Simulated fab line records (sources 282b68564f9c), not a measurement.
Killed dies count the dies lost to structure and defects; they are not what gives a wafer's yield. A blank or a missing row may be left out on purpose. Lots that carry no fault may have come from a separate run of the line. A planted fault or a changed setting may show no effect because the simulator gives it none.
Which tool did it? || flow rit-cmos || 14 lots with 42 wafers sampled at 2 steps, on a route of 202 steps

WHAT THE GAUGES READ, wafer by wafer
RIT_ACTIVE_THK_MEAS_04.
{"lot": "L684", "measured": "day 1 13:32", "on": "film-metro-03", "ACTIVE_NITRIDE_THK (nm)": "148.4 149.5 148.8"}
{"lot": "L685", "measured": "day 1 21:19", "on": "film-metro-03", "ACTIVE_NITRIDE_THK (nm)": "150.7 150.6 151.7"}
{"lot": "L686", "measured": "day 2 00:19", "on": "film-metro-03", "ACTIVE_NITRIDE_THK (nm)": "148.8 148.6 148.0"}
{"lot": "L688", "measured": "day 2 09:32", "on": "film-metro-03", "ACTIVE_NITRIDE_THK (nm)": "151.9 151.9 150.3"}
{"lot": "L689", "measured": "day 2 14:32", "on": "film-metro-04", "ACTIVE_NITRIDE_THK (nm)": "132.7 131.9 131.0"}
{"lot": "L691", "measured": "day 3 00:32", "on": "film-metro-04", "ACTIVE_NITRIDE_THK (nm)": "129.6 129.7 128.8"}
{"lot": "L696", "measured": "day 4 01:33", "on": "film-metro-02", "ACTIVE_NITRIDE_THK (nm)": "152.4 150.5 150.0"}
{"lot": "L699", "measured": "day 4 16:32", "on": "film-metro-03", "ACTIVE_NITRIDE_THK (nm)": "147.6 148.3 147.0"}
{"lot": "L700", "measured": "day 4 21:44", "on": "film-metro-04", "ACTIVE_NITRIDE_THK (nm)": "151.9 151.1 150.7"}
{"lot": "L703", "measured": "day 5 12:32", "on": "film-metro-04", "ACTIVE_NITRIDE_THK (nm)": "146.0 145.9 146.8"}
{"lot": "L704", "measured": "day 5 17:34", "on": "film-metro-02", "ACTIVE_NITRIDE_THK (nm)": "151.2 151.4 152.7"}
{"lot": "L705", "measured": "day 5 23:14", "on": "film-metro-04", "ACTIVE_NITRIDE_THK (nm)": "150.0 149.6 149.8"}
{"lot": "L706", "measured": "day 6 04:15", "on": "film-metro-03", "ACTIVE_NITRIDE_THK (nm)": "149.6 149.3 147.4"}
{"lot": "L707", "measured": "day 6 08:32", "on": "film-metro-04", "ACTIVE_NITRIDE_THK (nm)": "153.2 153.4 152.3"}

EACH LOT AND THE TOOL THAT RAN IT (in order: tool; ch and the chambers of the sampled wafers; start)
{"lot": "L684", "RIT_ACTIVE_CVD_03": "lpcvd-02 ch 1, day 1 12:07"}
{"lot": "L685", "RIT_ACTIVE_CVD_03": "lpcvd-01 ch 1, day 1 19:11"}
{"lot": "L686", "RIT_ACTIVE_CVD_03": "lpcvd-02 ch 1, day 1 22:54"}
{"lot": "L688", "RIT_ACTIVE_CVD_03": "lpcvd-01 ch 0, day 2 08:07"}
{"lot": "L689", "RIT_ACTIVE_CVD_03": "lpcvd-01 ch 0, day 2 13:07"}
{"lot": "L691", "RIT_ACTIVE_CVD_03": "lpcvd-01 ch 0, day 2 23:07"}
{"lot": "L696", "RIT_ACTIVE_CVD_03": "lpcvd-02 ch 0, day 4 00:07"}
{"lot": "L699", "RIT_ACTIVE_CVD_03": "lpcvd-02 ch 1, day 4 15:07"}
{"lot": "L700", "RIT_ACTIVE_CVD_03": "lpcvd-02 ch 0, day 4 20:19"}
{"lot": "L703", "RIT_ACTIVE_CVD_03": "lpcvd-02 ch 0, day 5 11:07"}
{"lot": "L704", "RIT_ACTIVE_CVD_03": "lpcvd-01 ch 1, day 5 16:07"}
{"lot": "L705", "RIT_ACTIVE_CVD_03": "lpcvd-01 ch 0, day 5 21:07"}
{"lot": "L706", "RIT_ACTIVE_CVD_03": "lpcvd-01 ch 1, day 6 02:07"}
{"lot": "L707", "RIT_ACTIVE_CVD_03": "lpcvd-01 ch 1, day 6 07:07"}
- RIT_ACTIVE_CVD_03: deposits Si3N4 from SiH2Cl2/NH3, target thk 150 nm, time 1500 s.

AS READ BY THE TOOLS THEMSELVES (means over the sampled wafers that have a number; for cases with no such wafer, the mark the record gives instead)
RIT_ACTIVE_CVD_03.
{"lot": "L684", "tool": "lpcvd-02", "nh3-flow-sccm (sccm)": 149.6}
{"lot": "L685", "tool": "lpcvd-01", "nh3-flow-sccm (sccm)": 149.8}
{"lot": "L686", "tool": "lpcvd-02", "nh3-flow-sccm (sccm)": 150.2}
{"lot": "L688", "tool": "lpcvd-01", "nh3-flow-sccm (sccm)": 150.6}
{"lot": "L689", "tool": "lpcvd-01", "nh3-flow-sccm (sccm)": 119.9}
{"lot": "L691", "tool": "lpcvd-01", "nh3-flow-sccm (sccm)": 120.4}
{"lot": "L696", "tool": "lpcvd-02", "nh3-flow-sccm (sccm)": 150.2}
{"lot": "L699", "tool": "lpcvd-02", "nh3-flow-sccm (sccm)": 149.5}
{"lot": "L700", "tool": "lpcvd-02", "nh3-flow-sccm (sccm)": 149.8}
{"lot": "L703", "tool": "lpcvd-02", "nh3-flow-sccm (sccm)": 150.3}
{"lot": "L704", "tool": "lpcvd-01", "nh3-flow-sccm (sccm)": 149.5}
{"lot": "L705", "tool": "lpcvd-01", "nh3-flow-sccm (sccm)": 150.3}
{"lot": "L706", "tool": "lpcvd-01", "nh3-flow-sccm (sccm)": 149.3}
{"lot": "L707", "tool": "lpcvd-01", "nh3-flow-sccm (sccm)": 149.6}

THE ANSWER, worked out from the rows above alone
Rule: usual is defined by the lots themselves. The widest of any qualifying gaps counts: lots, ordered by their means at a reading, are off when they make up no more than a third of the lots, leave a main group of 4 or more, and stand apart from it by 3 or more times the standard deviation of that group's means. Not used: any main group whose means are identical at the precision the tables above print for the reading. Also off: a lot with no number at a reading for which 4 or more lots have one. All remaining lots with rows at the step are treated as sound. After the gauges, taken in route order, come the tools' own readings; for these a lot's mean is taken, as printed above. At the first step where some lot is off, the reading lying furthest off is the one used; lots without a number count as furthest.
Off: L689, L691, seen at RIT_ACTIVE_THK_MEAS_04 (ACTIVE_NITRIDE_THK). For the main group the mean is 149.9 nm and the standard deviation 1.9.
A tool fits if, at a process step before that reading, it ran every lot that is off, and no sound lot after the first of them. The gauges at RIT_ACTIVE_THK_MEAS_04 aren't tried: what is off there is off at RIT_ACTIVE_CVD_03 too, on other tools, and a gauge's error can't cause that. Of those tried, none fits.

WHAT WAS PUT IN BY THE SIMULATOR
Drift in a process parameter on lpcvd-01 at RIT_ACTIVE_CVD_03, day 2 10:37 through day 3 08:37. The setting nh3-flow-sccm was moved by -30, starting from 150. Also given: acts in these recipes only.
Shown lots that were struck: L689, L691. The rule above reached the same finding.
